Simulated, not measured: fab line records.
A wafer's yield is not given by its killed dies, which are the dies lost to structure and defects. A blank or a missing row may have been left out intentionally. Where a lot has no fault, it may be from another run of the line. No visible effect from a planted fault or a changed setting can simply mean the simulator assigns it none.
Split-lot study ; flow berkeley-cmos170 ; on a route of 331 steps: 5 lots, 27 wafers read

THE SPLIT ITSELF
At UCB170_M3_METAL_ETCH_18 (etches Al in Cl2/BCl3, stops on SiO2, target depth 1170 nm, time 195 s), the setting target-depth-a was moved away from the recipe's 11700 angstrom on 9 of the 27 wafers read, by -55.4% to +53.5%. This setting was run at the recipe's value on the other wafers.

THE PATH FROM SPLIT TO READING: the file shows 1 step between them
- UCB170_M3_STRIP_19: strips in O2

THE READING
Shown in nm: cd-nm at UCB170_M3_CD_MEAS_90, with target cd 700 nm. Typical for fault-free wafers on this fab line: 699.9 nm, with standard deviation 2.5 nm.

wafer;tool, chamber at the split;target-depth-a as run, angstrom;against the recipe;cd-nm, nm;against lot-mates on the recipe
L078.2;rie-metal-03, 1;11700;recipe;696.7;-
L078.3;rie-metal-03, 0;11700;recipe;697.7;-
L078.5;rie-metal-03, 0;11700;recipe;696.4;-
L081.1;rie-metal-02, 1;11700;recipe;702.1;-
L081.2;rie-metal-02, 0;11700;recipe;700.6;-
L081.3;rie-metal-02, 0;5215;-55.4%;725.9;+24.8
L081.4;rie-metal-02, 1,0;5215;-55.4%;727.6;+26.5
L081.5;rie-metal-02, 1;11700;recipe;700.6;-
L081.6;rie-metal-02, 1,0;5215;-55.4%;728.7;+27.6
L082.1;rie-metal-03, 1,0;11700;recipe;701.9;-
L082.2;rie-metal-03, 0;14870;+27.1%;685.7;-14.6
L082.3;rie-metal-03, 0;14870;+27.1%;685.0;-15.3
L082.4;rie-metal-03, 1;11700;recipe;701.6;-
L082.5;rie-metal-03, 1;14870;+27.1%;690.4;-9.9
L082.6;rie-metal-03, 1,0;11700;recipe;697.5;-
L080.1;rie-metal-01, 0;11700;recipe;698.3;-
L080.2;rie-metal-01, 1,1,0;11700;recipe;701.7;-
L080.3;rie-metal-01, 1,1,0;11700;recipe;698.3;-
L080.4;rie-metal-01, 0;11700;recipe;700.0;-
L080.5;rie-metal-01, 1;11700;recipe;700.1;-
L080.6;rie-metal-01, 1,1,0;11700;recipe;697.9;-
L085.1;rie-metal-02, 0,1;11700;recipe;703.9;-
L085.2;rie-metal-02, 1;17960;+53.5%;675.1;-26.4
L085.3;rie-metal-02, 1;11700;recipe;699.8;-
L085.4;rie-metal-02, 0;17960;+53.5%;674.6;-26.9
L085.5;rie-metal-02, 0;17960;+53.5%;677.3;-24.2
L085.6;rie-metal-02, 0,1;11700;recipe;700.8;-
The file does not say which wafer passed through which chamber wherever a row lists several chambers: such a row stands for several wafers.

THE FIT
A straight line over all 27 wafers: cd-nm changes by -0.476 nm for each +1% of target-depth-a; r = -0.99; the points scatter about the line by 2.1 nm.
The same after taking each lot's own level away (the mean of its wafers on the recipe; 27 wafers): -0.48 nm for each +1%; r = -0.99; scatter 1.6 nm.
According to that fit, moving target-depth-a by its largest amount changes the reading by 27 nm.
Measured against the standard deviation above, the lots' own levels, which go from 696.93 to 701.50 nm, span 1.8 times it.
Hence the lot-to-lot level has little effect on the slope; both slopes agree.
Check: for one of the wafers moved furthest among these (-55.4%), held out of the fit, the line's prediction against its lot-mates is +26.9 nm. It came out at +24.8 nm against them.

OTHER SPLITS APPLIED TO THESE WAFERS
These wafers also went through other splits before the reading. Each is held against what the fit with the lots' levels taken away leaves over:
other split on the same wafers;wafers away from the commonest value;r with cd-nm (lot level and that fit taken away)
UCB170_M3_SPUTTER_01 time-s;12;+0.08

THE WHOLE CHAIN: every reading that the file lists as answering this split, in the file's order
step;what it does;reading;change (the file's fit);r (the file's)
UCB170_M3_METAL_ETCH_18;etches Al in Cl2/BCl3, stops on SiO2, target depth 1170 nm, time 195 s;KrF_of_M3_COAT_10.thk-nm (the simulator's own value, which no gauge read);-5.48 nm for each +1% of the setting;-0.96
UCB170_M3_METAL_ETCH_18;etches Al in Cl2/BCl3, stops on SiO2, target depth 1170 nm, time 195 s;M3.feature-depth-nm (the simulator's own value, which no gauge read);not straight: 525.6 at the lowest setting, 956.8 at the recipe, 983.2 at the highest;not given
UCB170_M3_METAL_ETCH_18;etches Al in Cl2/BCl3, stops on SiO2, target depth 1170 nm, time 195 s;SiO2_of_V2_CVD_00.thk-nm (the simulator's own value, which no gauge read);-0.62 nm for each +1% of the setting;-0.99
UCB170_M3_STRIP_19;strips in O2;oes-product-au;-0.00417 a.u. for each +1% of the setting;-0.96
UCB170_M3_CD_MEAS_90;target cd 700 nm;cd-nm;-0.479 nm for each +1% of the setting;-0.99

THE FILE'S OWN FIT
cd-nm changes by -0.479 nm for each +1% of target-depth-a, r = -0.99.
